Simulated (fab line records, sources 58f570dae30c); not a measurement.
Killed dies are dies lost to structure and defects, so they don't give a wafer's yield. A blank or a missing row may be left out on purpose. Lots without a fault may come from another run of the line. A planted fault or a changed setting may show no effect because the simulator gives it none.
Which tool did it? | flow berkeley_cmos170 | 14 lots, 42 wafers sampled, at 4 steps of a route of 331

WHAT THE GAUGES READ, wafer by wafer
UCB170_PWELL_THK_MEAS_03.
lot  | measured    | on            | PWELL_OXIDE_THK (nm)
L505 | day 3 04:11 | film_metro-02 | 26.8 26.7 26.8
L507 | day 3 14:41 | film_metro-02 | 26.7 26.5 26.2
L506 | day 3 14:41 | film_metro-01 | 27.0 26.7 26.6
L508 | day 3 22:34 | film_metro-04 | 27.3 27.0 27.1
L511 | day 4 13:10 | film_metro-01 | 27.1 27.1 27.0
L510 | day 4 13:14 | film_metro-02 | 27.2 27.0 26.5
L512 | day 4 13:10 | film_metro-04 | 27.0 26.4 27.0
L514 | day 5 13:58 | film_metro-04 | 27.1 27.2 27.2
L518 | day 5 13:58 | film_metro-02 | 26.7 26.4 26.4
L523 | day 7 00:07 | film_metro-02 | 27.2 26.7 27.1
L527 | day 7 19:34 | film_metro-04 | 26.5 27.1 27.2
L526 | day 7 19:33 | film_metro-02 | 26.2 26.3 26.3

UCB170_CONTACT_CD_MEAS_90: target cd 700 nm.
lot  | measured     | on        | cd_nm (nm)
L505 | day 8 02:34  | cd_sem-01 | 701.4 701.6 699.6
L507 | day 8 13:02  | cd_sem-01 | 700.7 701.8 701.0
L506 | day 8 13:16  | cd_sem-02 | 699.7 700.6 700.9
L508 | day 8 11:58  | cd_sem-01 | 700.7 699.5 699.4
L511 | day 9 20:32  | cd_sem-02 | 697.3 696.7 697.8
L510 | day 9 21:35  | cd_sem-02 | 699.9 698.3 698.7
L512 | day 10 00:58 | cd_sem-02 | 700.7 698.4 700.0
L514 | day 10 20:32 | cd_sem-01 | 699.3 698.2 699.0
L518 | day 10 20:23 | cd_sem-01 | 701.8 701.4 701.6
L523 | day 12 07:44 | cd_sem-02 | 703.3 702.8 702.8
L527 | day 13 02:26 | cd_sem-02 | 701.1 701.0 700.2
L526 | day 13 01:07 | cd_sem-01 | 699.8 698.8 699.4

UCB170_V2_BOW_MEAS_03.
lot  | measured     | on            | V2_BOW (um)
L505 | day 8 12:35  | film_metro-01 | 28 29 32
L507 | day 8 23:38  | film_metro-03 | 42 27 30
L506 | day 8 23:55  | film_metro-02 | 39 39 48
L508 | day 8 21:25  | film_metro-03 | 41 20 34
L511 | day 10 09:51 | film_metro-02 | 40 33 39
L510 | day 10 10:09 | film_metro-02 | 33 55 39
L512 | day 10 10:53 | film_metro-01 | 37 39 34
L514 | day 11 07:19 | film_metro-03 | 38 37 36
L518 | day 11 09:16 | film_metro-02 | 23 26 44
L523 | day 12 18:41 | film_metro-02 | 27 29 38
L527 | day 13 12:35 | film_metro-02 | 30 23 27
L526 | day 13 11:29 | film_metro-01 | 52 36 35

WHICH TOOL RAN EACH LOT (tool, then ch and the chambers of the sampled wafers, then the start)
lot  | UCB170_NWELL_PEB_10
L505 | litho_track-01 ch 0, day 2 18:46
L507 | litho_track-04 ch 0, day 3 03:52
L506 | litho_track-02 ch 0, day 3 04:22
L508 | litho_track-04 ch 0, day 3 07:16
L511 | litho_track-01 ch 0, day 3 18:31
L510 | litho_track-01 ch 0, day 3 19:17
L512 | litho_track-01 ch 0, day 4 00:22
L514 | litho_track-01 ch 0, day 4 20:27
L518 | litho_track-04 ch 0, day 5 06:17
L516 | litho_track-04, day 5 06:34
L519 | litho_track-04, day 5 12:11
L523 | litho_track-04 ch 0, day 6 12:17
L527 | litho_track-01 ch 0, day 7 04:05
L526 | litho_track-04 ch 0, day 7 04:19
- UCB170_NWELL_PEB_10

WHAT THE TOOLS THEMSELVES READ (means of the sampled wafers that have a number; where no wafer has one, the mark that the record gives instead)
UCB170_NWELL_PEB_10.
lot  | tool           | chill_plate_temp_C (C) | exhaust_pa (Pa)
L505 | litho_track-01 | 23.03                  | 44.1
L507 | litho_track-04 | 22.91                  | 44.7
L506 | litho_track-02 | 23.04                  | 45.0
L508 | litho_track-04 | 23.02                  | 45.4
L511 | litho_track-01 | 23.10                  | 45.5
L510 | litho_track-01 | 22.95                  | 44.0
L512 | litho_track-01 | 23.01                  | 43.6
L514 | litho_track-01 | 22.78                  | 45.2
L518 | litho_track-04 | 23.03                  | 44.2
L516 | litho_track-04 | -                      | -
L519 | litho_track-04 | -                      | -
L523 | litho_track-04 | 23.00                  | 44.2
L527 | litho_track-01 | 22.93                  | 46.7
L526 | litho_track-04 | 22.93                  | 44.9

THE ANSWER, worked out from the rows above alone
Rule: what is usual is taken from the lots themselves. Put in order of their means at a reading, lots are off if they are a third of the lots or fewer, leave a main group of 4 or more, and stand apart from it by a gap of 3 or more times the standard deviation of the main group's means; of several such gaps the widest counts. A main group whose means are all the same, to the digits that the tables above print for the reading, isn't used. A lot without any number at a reading at which 4 lots or more have one is off too. The other lots that the step has rows for count as sound. The gauges are gone through in route order, then the tools' own readings, and for those a lot's mean is taken as printed above. The first step at which some lot is off is used, and at that step the reading that is off furthest; a lot without a number counts as furthest.
Off: L516, L519, at UCB170_NWELL_PEB_10 (chill_plate_temp_C). Without a number there: L516, L519. The main group: mean 22.98 C, standard deviation 0.08.
A tool fits if, at that step or a process step before it, it ran every lot that is off, and no sound lot after the first of them. None of those tried fits.

WHAT THE SIMULATOR HAD PUT IN
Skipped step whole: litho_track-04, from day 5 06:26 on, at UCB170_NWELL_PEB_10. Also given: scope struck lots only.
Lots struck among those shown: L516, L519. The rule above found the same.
